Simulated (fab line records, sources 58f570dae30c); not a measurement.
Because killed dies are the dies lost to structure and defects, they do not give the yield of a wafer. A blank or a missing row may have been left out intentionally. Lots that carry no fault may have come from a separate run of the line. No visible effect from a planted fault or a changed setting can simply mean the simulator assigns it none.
fab line records | flow berkeleyCmos170
record: lots: 5 wafers: 23
route steps=331 shown NSD@195 SDANNEAL@205 M1@242 V1@263 M2@272
startH: the number of hours between the record's first day and the start of the first shown wafer of the lot | waitH: hours from the lot's prior step to this one | " the same as in the row above | L1.1+2: a single row standing in for several wafers | - no value, or no start was given | * or withheld: withheld | < > ~ a bound
route shown NAME@n: a module of which the file shows steps, and the number in the route of the first | usual: average and standard deviation across the fault-free wafers | same: alike in all rows | chamber/n: place in a boat | sites: readings site by site | _std_site: the standard deviation of these | _edge_site: inner sites' mean taken away from outer sites' mean | radiusMm: for every site, how far away it sits from the centre of the wafer | mask NAME#n: copy n | behind: the last tool/chamber to shape the wafer | hold: cause of the lot's hold/its duration in hours/its outcome | device: which transistor (n, p or np) failed to switch | end of line: the same wafers' tests at the end of the route | for a step that has no rows: nothing shown but its recipe | killed: at the first sort, the dies lost to defects and structure; wafer yield is something else | map: shows each die of a wafer: x if killed, . if not, _ if none is there
set.NAME: the setting the step ran with; set.NAME@STEP: the setting that earlier step ran with | model.NAME: the simulator's own value behind a step, which no gauge read
lots where settings were altered on purpose, with a table for each step and a row for each wafer
== steps ==
step: UCB170_NSD_IMPLANT_08
recipe: species: P doseCm2: 3e+15 energyKev: 40 tiltDeg: 7
columns lot.wafer tool chamber startH waitH set.energyKev model.implant.rpNm model.implant.drpNm
L075.1+4+5 implanter-04 0 134.57 0.0 39.38 47.62 20.88
L075.3+6 " 0 " " 40 48.35 21.16
L076.2+3+4+5+6 implanter-01 0 134.84 0.0 40 47.2 21.16
L082.2+4+5 implanter-04 0 168.35 0.0 40 47.36 21.16
L084.2+3+4 implanter-01 0 179.10 0.0 40 47.83 21.16
L084.5+6 " 0 " " 38.5 46.07 20.48
L083.1+2+3 implanter-02 0 179.33 0.0 37.77 43.63 20.15
L083.4+6 " 0 " " 40 46.16 21.16
step: UCB170_NSD_STRIP_09
recipe: chemistry: O2 powerW: 400 pressureMtorr: 3500 platenTempC: withheld o2FlowSccm: 400 overashFraction: 0.5
usual: stripTimeToEndpointS: 35.80/0.055
columns lot.wafer tool chamber startH waitH set.energyKev@NSD_IMPLANT_08 stripTimeToEndpointS
L075.1 plasmaAsher-02 0 134.72 0.1 39.38 35.46
L075.3 " 1 " " 40 35.71
L075.4 " 0 " " 39.38 35.56
L075.5 " 0 " " 39.38 35.57
L075.6 " 1 " " 40 35.74
L076.2 plasmaAsher-01 1 134.97 0.1 40 35.77
L076.3 " 0 " " 40 35.74
L076.4 " 1 " " 40 35.76
L076.5 " 0 " " 40 35.77
L076.6 " 1 " " 40 35.80
L082.2 plasmaAsher-03 0 168.48 0.1 40 35.75
L082.4 " 1 " " 40 35.74
L082.5 " 1 " " 40 35.78
L084.2 plasmaAsher-02 1 179.22 0.1 40 35.81
L084.3 " 1 " " 40 35.75
L084.4 " 0 " " 40 35.76
L084.5 " 0 " " 38.5 35.21
L084.6 " 1 " " 38.5 35.23
L083.1 plasmaAsher-01 1 179.48 0.1 37.77 35.00
L083.2 " 0 " " 37.77 34.98
L083.3 " 0 " " 37.77 35.04
L083.4 " 1 " " 40 35.87
L083.6 " 1 " " 40 35.90
step: UCB170_NSD_CLEAN_11
recipe: chemistry: SPM tempC: 120 timeS: 600
step: UCB170_SDANNEAL_RTA_01
recipe: tempC: 1050 timeS: 5 ambient: N2
step: UCB170_SDANNEAL_RS_MEAS_03
recipe: thkMeasGauge: four-point-probe
usual: NSD_RS: 37.26/0.11
columns lot.wafer tool chamber startH waitH set.energyKev@NSD_IMPLANT_08 NSD_RS[ohm/sq]
L075.1 filmMetro-04 - 136.18 0.1 39.38 37.53
L075.3 " - " " 40 37.19
L075.4 " - " " 39.38 37.40
L075.5 " - " " 39.38 37.46
L075.6 " - " " 40 37.31
L076.2 filmMetro-01 - 136.50 0.1 40 37.36
L076.3 " - " " 40 37.43
L076.4 " - " " 40 37.42
L076.5 " - " " 40 37.49
L076.6 " - " " 40 37.47
L082.2 filmMetro-01 - 170.18 0.1 40 37.35
L082.4 " - " " 40 37.45
L082.5 " - " " 40 37.26
L084.2 filmMetro-02 - 180.84 0.1 40 37.07
L084.3 " - " " 40 37.33
L084.4 " - " " 40 37.19
L084.5 " - " " 38.5 37.59
L084.6 " - " " 38.5 37.60
L083.1 filmMetro-04 - 181.18 0.1 37.77 37.85
L083.2 " - " " 37.77 37.76
L083.3 " - " " 37.77 37.91
L083.4 " - " " 40 37.12
L083.6 " - " " 40 37.17
step: UCB170_M1_COAT_04
recipe: resist: KrF spinRpm: 1500 resistThkNm: 900
columns lot.wafer tool chamber startH waitH set.resistThkNm model.KrF_of_M1_COAT_04.thkNm
L075.1 lithoTrack-02 0 - - 865.2 862.5
L075.3 " 0 " " 900 898.8
L075.4 " 0 " " 900 898.5
L075.5 " 0 " " 865.2 865.7
L075.6 " 0 " " 865.2 864.5
L076.2 lithoTrack-03 0 - - 900 898.2
L076.3 " 0 " " 900 901.7
L076.4 " 0 " " 900 899.4
L076.5 " 0 " " 935.6 938.5
L076.6 " 0 " " 935.6 936.1
L082.2 lithoTrack-03 0 - - 900 900.7
L082.4 " 0 " " 900 900.9
L082.5 " 0 " " 900 901.2
L084.2 lithoTrack-04 0 - - 900 902.8
L084.3 " 0 " " 871 872.7
L084.4 " 0 " " 900 903.1
L084.5 " 0 " " 871 870
L084.6 " 0 " " 871 873.3
L083.1 lithoTrack-02 0 - - 900 899.8
L083.2 " 0 " " 900 900.2
L083.3 " 0 " " 900 896.3
L083.4 " 0 " " 900 897.4
L083.6 " 0 " " 900 896.9
step: UCB170_M1_ETCH_11
recipe: chemistry: N2/H2 targetDepthA: withheld overetchA: withheld target: BARC timeS: withheld sourceW: 500 biasW: 100 pressureMtorr: 30 n2FlowSccm: 100 h2FlowSccm: 200
columns lot.wafer tool chamber startH waitH set.biasW
L075.1+3+4+5+6 rieDiel-02 1,3,0,0,3 143.78 0.0 100
L076.2+3 rieDiel-04 2,0 144.27 0.0 103.2
L076.4+5+6 " 1,1,2 " " 100
L082.2+4+5 rieDiel-04 1,0,2 180.72 0.0 100
L084.2+4+5 rieDiel-04 0,0,1 187.32 0.0 111.6
L084.3+6 " 2 " " 100
L083.1+6 rieDiel-03 0 188.61 0.0 94.9
L083.2+3+4 " 3,1,3 " " 100
step: UCB170_M1_METAL_ETCH_12
recipe: chemistry: Cl2/BCl3 target: Al stopOn: PSG pressureMtorr: 12 targetDepthA: 7800 overEtchFrac: 0.3 timeS: 130 icpW: 600 biasW: 120 Cl2_flow_sccm: 90 bcl3FlowSccm: 45
columns lot.wafer tool chamber startH waitH set.resistThkNm@M1_COAT_04 model.KrF_of_M1_COAT_04.thkNm
L075.1 rieMetal-04 0 143.82 - 865.2 393
L075.3 " 0 " " 900 431.6
L075.4 " 1 " " 900 429.8
L075.5 " 0 " " 865.2 400.6
L075.6 " 1 " " 865.2 394.2
L076.2 rieMetal-03 0 144.31 - 900 452.6
L076.3 " 0 " " 900 454.6
L076.4 " 1 " " 900 436.3
L076.5 " 0 " " 935.6 492.1
L076.6 " 1 " " 935.6 469
L082.2 rieMetal-03 1 180.77 - 900 439.9
L082.4 " 0 " " 900 457.3
L082.5 " 1 " " 900 437.6
L084.2 rieMetal-03 0 187.36 - 900 459.1
L084.3 " 1 " " 871 411.1
L084.4 " 0 " " 900 460.8
L084.5 " 0 " " 871 428
L084.6 " 1 " " 871 410.6
L083.1 rieMetal-01 1 188.65 - 900 431.6
L083.2 " 0 " " 900 426.3
L083.3 " 0 " " 900 423.1
L083.4 " 1 " " 900 430.1
L083.6 " 0 " " 900 428.2
step: UCB170_V1_EXPOSE_09
recipe: maskId: VIA1 targetCdNm: 700 na: 0.5 sigmaOuter: 0.6 sourceShape: conventional doseMj: 37
columns lot.wafer tool chamber startH waitH mask set.doseMj
L075.1+6 krfScanner-02 0 147.50 0.1 VIA1#0 38.61
L075.3+4+5 " 0 " " VIA1#0 37
L076.2+4 krfScanner-01 0 148.15 0.2 VIA1#0 38.89
L076.3+5+6 " 0 " " VIA1#0 37
L082.2+4+5 krfScanner-01 0 188.73 0.1 VIA1#0 37
L083.1+2+3+4+6 krfScanner-02 0 193.14 0.2 VIA1#0 37
L084.2+4+6 krfScanner-02 0 193.54 0.1 VIA1#0 39.63
L084.3+5 " 0 " " VIA1#0 37
step: UCB170_V1_PEB_10
recipe: pebTempC: 130.5 pebTimeS: withheld resist: KrF
step: UCB170_V1_DEVELOP_11
recipe: developer: TMAH developTimeS: 45 resist: KrF devTempC: 21
step: UCB170_V1_CD_MEAS_12
recipe: targetCdNm: 700
usual: cdNm: 700.1/1.2
columns lot.wafer tool chamber startH waitH set.doseMj@V1_EXPOSE_09 cdNm
L075.1 cdSem-01 - 148.05 - 38.61 706.5
L075.3 " - " " 37 700.3
L075.4 " - " " 37 699.7
L075.5 " - " " 37 700.0
L075.6 " - " " 38.61 707.0
L076.2 cdSem-01 - 148.54 - 38.89 709.2
L076.3 " - " " 37 700.5
L076.4 " - " " 38.89 709.7
L076.5 " - " " 37 700.9
L076.6 " - " " 37 700.7
L082.2 cdSem-01 - 189.13 - 37 700.7
L082.4 " - " " 37 701.5
L082.5 " - " " 37 699.0
L083.1 cdSem-02 - 193.73 - 37 699.0
L083.2 " - " " 37 700.0
L083.3 " - " " 37 700.0
L083.4 " - " " 37 699.6
L083.6 " - " " 37 699.4
L084.2 cdSem-01 - 193.93 - 39.63 712.8
L084.3 " - " " 37 698.9
L084.4 " - " " 39.63 711.6
L084.5 " - " " 37 700.2
L084.6 " - " " 39.63 711.9
step: UCB170_V1_ETCH_14
recipe: chemistry: CHF3/CF4/Ar target: SiO2 stopOn: Al CHF3_flow_sccm: 45 cf4FlowSccm: 15 Ar_flow_sccm: 150 pressureMtorr: 200 rfW: 700 targetDepthA: 12500 overEtchFrac: 0.25 timeS: 291
columns lot.wafer tool chamber startH waitH set.doseMj@V1_EXPOSE_09 model.V1.cdNm
L075.1 rieDiel-03 2 148.21 0.0 38.61 706.4
L075.3+5 " 0 " " 37 700.4
L075.4 " 2 " " 37 699.7
L075.6 " 1 " " 38.61 706.6
L076.2 rieDiel-01 1 148.68 0.0 38.89 709.6
L076.3 " 0 " " 37 701
L076.4 " 3 " " 38.89 709.5
L076.5 " 1 " " 37 701.7
L076.6 " 0 " " 37 700.7
L082.2 rieDiel-04 2 189.26 0.0 37 701.3
L082.4 " 1 " " 37 702.5
L082.5 " 0 " " 37 699.9
L083.1 rieDiel-03 0 193.89 0.0 37 698.8
L083.2 " 3 " " 37 700.7
L083.3 " 1 " " 37 700
L083.4 " 0 " " 37 700.1
L083.6 " 3 " " 37 699.9
L084.2 rieDiel-01 2 194.07 0.0 39.63 713.3
L084.3 " 3 " " 37 699.4
L084.4+6 " 1 " " 39.63 712.3
L084.5 " 0 " " 37 699.6
step: UCB170_V1_STRIP_15
recipe: chemistry: O2 powerW: 400 pressureMtorr: 3500 platenTempC: withheld o2FlowSccm: 400 overashFraction: 0.5
step: UCB170_V1_CD_MEAS_90
recipe: targetCdNm: 700
usual: cdNm: 700.4/1.3
columns lot.wafer tool chamber startH waitH set.doseMj@V1_EXPOSE_09 cdNm
L075.1 cdSem-02 - 148.48 0.1 38.61 706.5
L075.3 " - " " 37 700.3
L075.4 " - " " 37 699.7
L075.5 " - " " 37 700.2
L075.6 " - " " 38.61 706.6
L076.2 cdSem-02 - 148.98 0.1 38.89 709.2
L076.3 " - " " 37 700.9
L076.4 " - " " 38.89 709.5
L076.5 " - " " 37 701.8
L076.6 " - " " 37 700.6
L082.2 cdSem-02 - 189.56 0.1 37 701.3
L082.4 " - " " 37 702.6
L082.5 " - " " 37 699.7
L083.1 cdSem-02 - 194.16 0.1 37 698.5
L083.2 " - " " 37 700.7
L083.3 " - " " 37 700.3
L083.4 " - " " 37 699.9
L083.6 " - " " 37 699.9
L084.2 cdSem-01 - 194.36 0.1 39.63 713.3
L084.3 " - " " 37 699.3
L084.4 " - " " 39.63 712.5
L084.5 " - " " 37 699.8
L084.6 " - " " 39.63 712.2
step: UCB170_M2_SPUTTER_01
recipe: material: Al targetThkNm: 900 timeS: 120 powerW: 6000 chamberPressurePa: 0.5
columns lot.wafer tool chamber startH waitH set.timeS model.Al_of_M2_SPUTTER_01.thkNm
L075.1 pvdSputter-01 - 148.67 0.0 112.2 863.6
L075.3 " - " " 112.2 850.5
L075.4 " - " " 120 917
L075.5 " - " " 120 918.6
L075.6 " - " " 112.2 846.7
L076.2 pvdSputter-02 - 149.15 0.0 120 892
L076.3 " - " " 120 902.2
L076.4 " - " " 102.2 756.9
L076.5 " - " " 120 903.5
L076.6 " - " " 102.2 764.4
L082.2 pvdSputter-01 - 189.73 0.0 120 909
L082.4 " - " " 120 916.3
L082.5 " - " " 120 916
L083.1 pvdSputter-03 - 194.35 0.0 120 905.5
L083.2 " - " " 120 888.7
L083.3 " - " " 110.1 825.5
L083.4 " - " " 110.1 833.5
L083.6 " - " " 110.1 823.3
L084.2 pvdSputter-01 - 194.53 0.0 113.5 838.1
L084.3 " - " " 113.5 848.5
L084.4 " - " " 120 893.4
L084.5 " - " " 120 884.8
L084.6 " - " " 113.5 849.6
step: UCB170_M2_RS_MEAS_02
recipe: thkMeasGauge: four-point-probe reads: Al_of_M2_SPUTTER_01
usual: M2_AL_RS: 0.0321/0.00033
columns lot.wafer tool chamber startH waitH set.timeS@M2_SPUTTER_01 M2_AL_RS[ohm/sq]
L075.1 filmMetro-04 - 148.75 0.0 112.2 0.0335
L075.3 " - " " 112.2 0.0340
L075.4 " - " " 120 0.0315
L075.5 " - " " 120 0.0315
L075.6 " - " " 112.2 0.0342
L076.2 filmMetro-03 - 149.25 0.1 120 0.0324
L076.3 " - " " 120 0.0321
L076.4 " - " " 102.2 0.0383
L076.5 " - " " 120 0.0321
L076.6 " - " " 102.2 0.0380
L082.2 filmMetro-03 - 189.83 0.1 120 0.0319
L082.4 " - " " 120 0.0316
L082.5 " - " " 120 0.0316
L083.1 filmMetro-04 - 194.54 0.1 120 0.0320
L083.2 " - " " 120 0.0326
L083.3 " - " " 110.1 0.0351
L083.4 " - " " 110.1 0.0347
L083.6 " - " " 110.1 0.0352
L084.2 filmMetro-03 - 194.63 0.1 113.5 0.0346
L084.3 " - " " 113.5 0.0342
L084.4 " - " " 120 0.0324
L084.5 " - " " 120 0.0327
L084.6 " - " " 113.5 0.0342
step: UCB170_M2_THK_MEAS_03
recipe: thkMeasGauge: xrf reads: Al_of_M2_SPUTTER_01
usual: M2_AL_THK: 897/10
columns lot.wafer tool chamber startH waitH set.timeS@M2_SPUTTER_01 M2_AL_THK[nm]
L075.1 filmMetro-04 - 148.87 0.1 112.2 858
L075.3 " - " " 112.2 851
L075.4 " - " " 120 904
L075.5 " - " " 120 913
L075.6 " - " " 112.2 842
L076.2 filmMetro-03 - 149.36 0.1 120 889
L076.3 " - " " 120 901
L076.4 " - " " 102.2 754
L076.5 " - " " 120 902
L076.6 " - " " 102.2 765
L082.2 filmMetro-03 - 189.94 0.1 120 910
L082.4 " - " " 120 920
L082.5 " - " " 120 913
L083.1 filmMetro-04 - 194.66 0.1 120 913
L083.2 " - " " 120 893
L083.3 " - " " 110.1 831
L083.4 " - " " 110.1 831
L083.6 " - " " 110.1 824
L084.2 filmMetro-03 - 194.74 0.1 113.5 833
L084.3 " - " " 113.5 850
L084.4 " - " " 120 892
L084.5 " - " " 120 889
L084.6 " - " " 113.5 846
step: UCB170_M2_EXPOSE_12
recipe: maskId: METAL2 targetCdNm: 700 na: 0.5 sigmaOuter: 0.6 sourceShape: conventional doseMj: 26
columns lot.wafer tool chamber startH waitH mask set.doseMj
L075.1+3+5 krfScanner-01 0 150.11 - METAL2#0 26
L075.4+6 " 0 " " METAL2#0 24.76
L076.2+5+6 krfScanner-02 0 150.73 - METAL2#0 26
L076.3+4 " 0 " " METAL2#0 26.84
L082.2+4+5 krfScanner-01 0 191.30 - METAL2#0 26
L083.1+2+3+4+6 krfScanner-01 0 196.16 - METAL2#0 26
L084.2+3+5 krfScanner-02 0 196.50 - METAL2#0 26.72
L084.4+6 " 0 " " METAL2#0 26
== key ==
split: step: UCB170_NSD_IMPLANT_08 setting: energyKev stated: 40 by: wafer
response: step: UCB170_NSD_IMPLANT_08 reading: model.implant.rpNm change: +0.459 per: 1% r: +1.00
response: step: UCB170_NSD_IMPLANT_08 reading: model.implant.drpNm change: +0.181 per: 1% r: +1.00
response: step: UCB170_NSD_STRIP_09 reading: stripTimeToEndpointS change: * per: 1% r: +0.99
response: step: UCB170_SDANNEAL_RS_MEAS_03 reading: NSD_RS change: -0.12 per: 1% r: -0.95
split: step: UCB170_M1_COAT_04 setting: resistThkNm stated: 900 by: wafer
response: step: UCB170_M1_COAT_04 reading: model.KrF_of_M1_COAT_04.thkNm change: +9.3 per: 1% r: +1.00
response: step: UCB170_M1_METAL_ETCH_12 reading: model.KrF_of_M1_COAT_04.thkNm change: +9.85 per: 1% r: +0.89
split: step: UCB170_M1_ETCH_11 setting: biasW stated: 100 by: wafer
response none clear
split: step: UCB170_V1_EXPOSE_09 setting: doseMj stated: 37 by: wafer
response: step: UCB170_V1_CD_MEAS_12 reading: cdNm change: +1.71 per: 1% r: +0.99
response: step: UCB170_V1_ETCH_14 reading: model.V1.cdNm change: +1.72 per: 1% r: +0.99
response: step: UCB170_V1_CD_MEAS_90 reading: cdNm change: +1.72 per: 1% r: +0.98
split: step: UCB170_M2_SPUTTER_01 setting: timeS stated: 120 by: wafer
response: step: UCB170_M2_SPUTTER_01 reading: model.Al_of_M2_SPUTTER_01.thkNm change: +9.13 per: 1% r: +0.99
response: step: UCB170_M2_RS_MEAS_02 reading: M2_AL_RS change: -0.000378 per: 1% r: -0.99
response: step: UCB170_M2_THK_MEAS_03 reading: M2_AL_THK change: +9.14 per: 1% r: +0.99
split: step: UCB170_M2_EXPOSE_12 setting: doseMj stated: 26 by: wafer
response none in this file
